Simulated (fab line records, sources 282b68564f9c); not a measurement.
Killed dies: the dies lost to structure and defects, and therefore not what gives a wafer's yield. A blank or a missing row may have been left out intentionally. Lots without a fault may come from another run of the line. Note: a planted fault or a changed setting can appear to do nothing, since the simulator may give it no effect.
Split-lot experiment + flow rit-cmos + 23 wafers read across 5 lots, on a route 202 steps long

SPLIT DETAILS
At RIT_NSD_IMPLANT_08, the setting dose-cm2 was moved away from the recipe's 1e+15 on 11 of the 23 wafers read, by -2.2% to +7.4%. All remaining wafers had this setting at the recipe value.

FROM THE SPLIT TO THE READING: what the file shows between them, 2 steps
- RIT_SDANNEAL_CLEAN_02: cleans in SC2, time 600 s (also split here: time-s)
- RIT_SDANNEAL_RTA_03: time 5 s

THE READING
NSD_RS, in ohm/sq, at RIT_SDANNEAL_RS_MEAS_05 (measures by four-point-probe). On this fab line, fault-free wafers typically give 84.54 ohm/sq with a standard deviation of 0.25 ohm/sq.

| wafer  | tool, chamber at the split | dose-cm2 as run | against the recipe | NSD_RS, ohm/sq | against lot-mates on the recipe |
|--------|----------------------------|-----------------|--------------------|----------------|---------------------------------|
| L076.1 | implanter-03, 0            | 1e+15           | recipe             | 84.52          | -                               |
| L076.2 | implanter-03, 0            | 1e+15           | recipe             | 84.70          | -                               |
| L076.4 | implanter-03, 0            | 9.776e+14       | -2.2%              | 86.07          | +1.46                           |
| L076.5 | implanter-03, 0            | 9.776e+14       | -2.2%              | 86.25          | +1.64                           |
| L076.6 | implanter-03, 0            | 9.776e+14       | -2.2%              | 86.28          | +1.67                           |
| L078.1 | implanter-04, 0            | 1.074e+15       | +7.4%              | 80.16          | -4.34                           |
| L078.3 | implanter-04, 0            | 1.074e+15       | +7.4%              | 80.09          | -4.41                           |
| L078.4 | implanter-04, 0            | 1e+15           | recipe             | 84.56          | -                               |
| L078.5 | implanter-04, 0            | 1.074e+15       | +7.4%              | 79.88          | -4.62                           |
| L078.6 | implanter-04, 0            | 1e+15           | recipe             | 84.43          | -                               |
| L080.1 | implanter-04, 0            | 1e+15           | recipe             | 84.92          | -                               |
| L080.2 | implanter-04, 0            | 1.036e+15       | +3.6%              | 82.23          | -2.68                           |
| L080.4 | implanter-04, 0            | 1.036e+15       | +3.6%              | 82.24          | -2.67                           |
| L080.5 | implanter-04, 0            | 1e+15           | recipe             | 84.90          | -                               |
| L080.6 | implanter-04, 0            | 1.036e+15       | +3.6%              | 82.25          | -2.66                           |
| L083.1 | implanter-04, 0            | 1e+15           | recipe             | 84.52          | -                               |
| L083.2 | implanter-04, 0            | 1e+15           | recipe             | 84.33          | -                               |
| L083.6 | implanter-04, 0            | 1e+15           | recipe             | 84.39          | -                               |
| L081.1 | implanter-03, 0            | 1.063e+15       | +6.3%              | 81.14          | -3.63                           |
| L081.3 | implanter-03, 0            | 1.063e+15       | +6.3%              | 80.75          | -4.02                           |
| L081.4 | implanter-03, 0            | 1e+15           | recipe             | 84.89          | -                               |
| L081.5 | implanter-03, 0            | 1e+15           | recipe             | 84.86          | -                               |
| L081.6 | implanter-03, 0            | 1e+15           | recipe             | 84.57          | -                               |

THE FIT
A straight line over all 23 wafers: NSD_RS changes by -0.624 ohm/sq for each +1% of dose-cm2; r = -1.00; the points scatter about the line by 0.21 ohm/sq.
The same after taking each lot's own level away (the mean of its wafers on the recipe; 23 wafers): -0.628 ohm/sq for each +1%; r = -0.99; scatter 0.22 ohm/sq.
On that fit, the largest move of dose-cm2 shifts the reading by 4.6 ohm/sq.
Measured against the standard deviation above, the lots' own levels, which go from 84.413 to 84.910 ohm/sq, span 2.0 times it.
Hence the lot-to-lot level has little effect on the slope; both slopes agree.
Check: -4.71 ohm/sq against its lot-mates is what the line predicts for one of the wafers moved furthest among these (+7.4%) when that wafer is left out of the fit. Against them it came out at -4.34 ohm/sq.

OTHER SPLITS ON THESE WAFERS
These wafers also went through other splits before the reading. Each is held against what the fit with the lots' levels taken away leaves over:
| other split on the same wafers     | wafers away from the commonest value | r with NSD_RS (lot level and that fit taken away) |
|------------------------------------|--------------------------------------|---------------------------------------------------|
| RIT_GATE_DEVELOP_15 develop-time-s | 11                                   | +0.52                                             |
| RIT_NLDD_COAT_01 resist-thk-nm     | 8                                    | -0.36                                             |
| RIT_NLDD_SOFTBAKE_02 time-s        | 7                                    | -0.47                                             |
| RIT_PLDD_COAT_01 resist-thk-nm     | 11                                   | -0.11                                             |
| RIT_PLDD_IMPLANT_08 dose-cm2       | 7                                    | +0.07                                             |
| RIT_NSD_COAT_01 spin-rpm           | 5                                    | +0.21                                             |
| RIT_SDANNEAL_CLEAN_02 time-s       | 15                                   | -0.44                                             |

THE FILE'S OWN FIT
NSD_RS changes by -0.625 ohm/sq for each +1% of dose-cm2, r = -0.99.
